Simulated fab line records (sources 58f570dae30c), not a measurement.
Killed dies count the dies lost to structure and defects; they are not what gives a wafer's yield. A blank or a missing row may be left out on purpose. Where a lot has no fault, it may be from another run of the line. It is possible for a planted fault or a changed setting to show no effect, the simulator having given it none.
2 desks, one fault :: flow berkeley_cmos170 :: each desk holds nothing but its own numbers, with what lay behind them at the end

== DESK OF THE TOOL OWNER: implanter-01 ==
For each lot that ran on this tool, the mean over its sampled wafers that have a number, from the tool's own readings at UCB170_PFIELD_IMPLANT_07. Marked OUT: a lot whose mean sits more than 4 standard deviations from the usual mean, which makes it out of limits; the brackets give that distance.
Columns: A = dose_ions_cm2 at UCB170_PFIELD_IMPLANT_07, usual 2e+13; B = faraday_current_uA at UCB170_PFIELD_IMPLANT_07, usual 63.4
lot: L150
first seen here: day 4 13:16
A: 2e+13
B: 64.3

lot: L153
first seen here: day 5 05:35
A: 2e+13
B: 63.9

lot: L154
first seen here: day 5 10:28
A: 2e+13
B: 63.7

lot: L157
first seen here: day 5 22:07
A: 2e+13
B: 63.6

lot: L161
first seen here: day 6 18:33
A: 2e+13 (-99 or more) OUT
B: 48.5 (-12) OUT

lot: L162
first seen here: day 7 02:37
A: 2e+13 (-99 or more) OUT
B: 47.7 (-13) OUT
This desk finds L161, L162 out of limits, L161 being first, at day 6 18:33 (dose_ions_cm2 at UCB170_PFIELD_IMPLANT_07). Within limits: L150, L153, L154, L157.

== METROLOGY DESK ==
Means of the sampled wafers that have a number, per lot and without regard to the tool the lot ran on: this is what the gauges read. Marked OUT: a lot whose mean sits more than 4 standard deviations from the usual mean, which makes it out of limits; the brackets give that distance.
Columns: A = ACTIVE_NITRIDE_THK at UCB170_ACTIVE_THK_MEAS_06, usual 220.0 nm; B = PFIELD_TW at UCB170_PFIELD_TW_MEAS_09, usual 597; C = SACOX_OXIDE_THK at UCB170_SACOX_THK_MEAS_02, usual 14.31 nm; D = SCREENOX_OXIDE_THK at UCB170_SCREENOX_THK_MEAS_02, usual 14.4 nm
lot: L149
first seen here: day 4 09:30
A: 222.1
B: 592
C: 14.34
D: 14.3

lot: L151
first seen here: day 4 09:31
A: 221.9
B: 611
C: 14.28
D: 14.3

lot: L150
first seen here: day 4 09:31
A: 221.7
B: 597
C: 14.22
D: 14.1

lot: L152
first seen here: day 5 00:58
A: 222.5
B: 602
C: 14.08
D: 14.0

lot: L153
first seen here: day 5 00:59
A: 222.7
B: 590
C: 14.24
D: 14.0

lot: L154
first seen here: day 5 03:58
A: 220.0
B: 601
C: 14.21
D: 14.9

lot: L157
first seen here: day 5 18:52
A: 217.9
B: 594
C: 14.46
D: 14.4

lot: L156
first seen here: day 5 18:53
A: 221.1
B: 605
C: 14.35
D: 14.2

lot: L158
first seen here: day 6 14:17
A: 219.8
B: 597
C: 14.11
D: 14.1

lot: L161
first seen here: day 6 14:21
A: 219.3
B: 545 (-9.3) OUT
C: 13.97
D: 14.0

lot: L162
first seen here: day 6 23:59
A: 219.7
B: 549 (-8.5) OUT
C: 14.63
D: 14.5

lot: L171
first seen here: day 8 16:17
A: 215.8
B: 595
C: 14.49
D: 14.4

lot: L172
first seen here: day 8 16:17
A: 221.4
B: 598
C: 14.34
D: 15.1
This desk's result: L161, L162 out of limits, first on L161 (PFIELD_TW at UCB170_PFIELD_TW_MEAS_09), day 6 18:46. Within limits: L149, L151, L150, L152, L153, L154, L157, L156, L158, L171, L172.

== ALL TOGETHER ==
The tool owner's desk could have raised an alarm at day 6 18:33, on L161, L162.
At day 6 18:46 the metrology desk could have sounded an alarm, on L161, L162.
The lots listed all ran UCB170_PFIELD_IMPLANT_07 on implanter-01.

== WHAT WAS PUT IN BY THE SIMULATOR ==
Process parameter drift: implanter-01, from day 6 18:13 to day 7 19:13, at UCB170_PFIELD_IMPLANT_07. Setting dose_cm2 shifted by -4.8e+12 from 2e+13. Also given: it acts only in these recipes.
Lots struck among those shown: L161, L162.
Delay (hours) between the fault's onset and each desk's first out-of-limits reading: 0 at the tool owner's desk, 1 at the metrology desk.
